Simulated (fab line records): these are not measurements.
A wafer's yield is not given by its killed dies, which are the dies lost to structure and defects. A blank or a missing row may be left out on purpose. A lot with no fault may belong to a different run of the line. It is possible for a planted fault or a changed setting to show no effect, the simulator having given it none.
Lot-split experiment    flow berkeley-cmos170    23 wafers read from 5 lots, route of 331 steps

## THE SPLIT ITSELF
At UCB170_PFIELD_IMPLANT_07, the setting dose-cm2 was moved away from the recipe's 2e+13 on 8 of the 23 wafers read, by -5.5% to +5.6%. The other wafers ran this setting at the recipe's value.

## BETWEEN THE SPLIT AND THE READING: the file shows 1 step in between
- UCB170_PFIELD_STRIP_08: strips in O2

## THE READING
PFIELD_TW, at UCB170_PFIELD_TW_MEAS_09. Fault-free wafers of this fab line usually give 604, standard deviation 5.1.

wafer   tool, chamber at the split  dose-cm2 as run  against the recipe  PFIELD_TW  against lot-mates on the recipe
L079.1  implanter-02, 0             2e+13            recipe              602        -
L079.3  implanter-02, 0             2e+13            recipe              603        -
L079.4  implanter-02, 0             2e+13            recipe              597        -
L078.1  implanter-04, 0             1.889e+13        -5.5%               590        -9
L078.2  implanter-04, 0             2e+13            recipe              598        -
L078.4  implanter-04, 0             2e+13            recipe              599        -
L078.5  implanter-04, 0             2e+13            recipe              600        -
L078.6  implanter-04, 0             1.889e+13        -5.5%               587        -12
L081.1  implanter-02, 0             2e+13            recipe              607        -
L081.2  implanter-02, 0             2e+13            recipe              607        -
L081.4  implanter-02, 0             2.113e+13        +5.6%               622        +15
L081.5  implanter-02, 0             2.113e+13        +5.6%               619        +12
L081.6  implanter-02, 0             2.113e+13        +5.6%               619        +12
L083.1  implanter-02, 0             1.952e+13        -2.4%               595        -6
L083.2  implanter-02, 0             1.952e+13        -2.4%               597        -4
L083.3  implanter-02, 0             2e+13            recipe              602        -
L083.4  implanter-02, 0             1.952e+13        -2.4%               597        -4
L083.6  implanter-02, 0             2e+13            recipe              599        -
L084.1  implanter-01, 0             2e+13            recipe              607        -
L084.2  implanter-01, 0             2e+13            recipe              605        -
L084.4  implanter-01, 0             2e+13            recipe              607        -
L084.5  implanter-01, 0             2e+13            recipe              608        -
L084.6  implanter-01, 0             2e+13            recipe              605        -

FIT RESULTS
A straight line over all 23 wafers: PFIELD_TW changes by +2.85 for each +1% of dose-cm2; r = +0.93; the points scatter about the line by 3.2.
The same after taking each lot's own level away (the mean of its wafers on the recipe; 23 wafers): +2.1 for each +1%; r = +0.97; scatter 1.6.
The reading moves by 12 for the largest change in dose-cm2, on that fit.
Measured against the standard deviation above, the lots' own levels, which go from 599.0 to 607.0, span 1.6 times it.
Thus the slope moves with the lot-to-lot level: the two fits are different.
Check: with one of the wafers moved furthest among these (+5.6%) left out of the fit, the line predicts +11.4 for it against its lot-mates. Against them it came out at +15.

## THE FILE'S OWN FIT
PFIELD_TW changes by +2.06 for each +1% of dose-cm2, r = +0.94.
